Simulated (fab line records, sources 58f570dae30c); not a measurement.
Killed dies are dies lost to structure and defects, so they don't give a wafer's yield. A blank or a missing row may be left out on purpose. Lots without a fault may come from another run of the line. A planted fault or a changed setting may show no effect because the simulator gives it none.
One fault seen from 2 desks | flow berkeley_cmos170 | each desk has only its own numbers; what lay behind them comes last

THE METROLOGY DESK
What the gauges read, lot by lot, whatever tool the lot ran on: means of the sampled wafers that have a number. A lot is out of limits, marked OUT, if its mean lies more than 4 standard deviations from the usual mean; the brackets give that distance.
Columns: A = INCOMING_BOW at UCB170_START_BOW_MEAS_00, usual 0 um; B = NWELL_OXIDE_THK at UCB170_NWELL_THK_MEAS_02, usual 26.6 nm
lot  | first seen here | A  | B
L879 | day 1 10:00     | 2  | 25.8
L880 | day 1 15:01     | -6 | 25.3
L881 | day 1 20:00     | 4  | 26.5
L882 | day 2 01:02     | -3 | 26.8
L883 | day 2 06:00     | 1  | 26.9
L884 | day 2 11:02     | 5  | 26.8
L885 | day 2 16:00     | 4  | 26.9
L886 | day 2 21:01     | 1  | 26.7
L887 | day 3 02:01     | -4 | 25.9
L889 | day 3 12:01     | 2  | 26.9
L890 | day 3 17:00     | -2 | 27.0
L895 | day 4 18:00     | 5  | 27.6
L897 | day 5 04:01     | 1  | 26.8
L898 | day 5 09:00     | 2  | 26.2
This desk's finding: nothing out of limits on any of the 14 lots.

THE TOOL OWNER'S DESK: furnace-04
The tool's own readings at UCB170_START_OXIDATION_02 (target thk 20 nm, ox time 1800 s): means of the sampled wafers that have a number, for each lot that ran on this tool. A lot is out of limits, marked OUT, if its mean lies more than 4 standard deviations from the usual mean; the brackets give that distance.
Columns: A = tube_center_temp_C at UCB170_START_OXIDATION_02, usual 950 C; B = zone_power_load_pct at UCB170_START_OXIDATION_02, usual 29.5 %
lot  | first seen here | A   | B
L885 | day 3 00:05     | 950 | 26.6
L886 | day 3 00:05     | 950 | 26.8
L895 | day 4 19:25     | 950 | 26.8
L897 | day 5 08:01     | 950 | 26.9
This desk's finding: nothing out of limits on any of the 4 lots.

PUT TOGETHER
The metrology desk saw nothing out of limits.
The tool owner's desk saw nothing out of limits.

WHAT THE SIMULATOR HAD PUT IN
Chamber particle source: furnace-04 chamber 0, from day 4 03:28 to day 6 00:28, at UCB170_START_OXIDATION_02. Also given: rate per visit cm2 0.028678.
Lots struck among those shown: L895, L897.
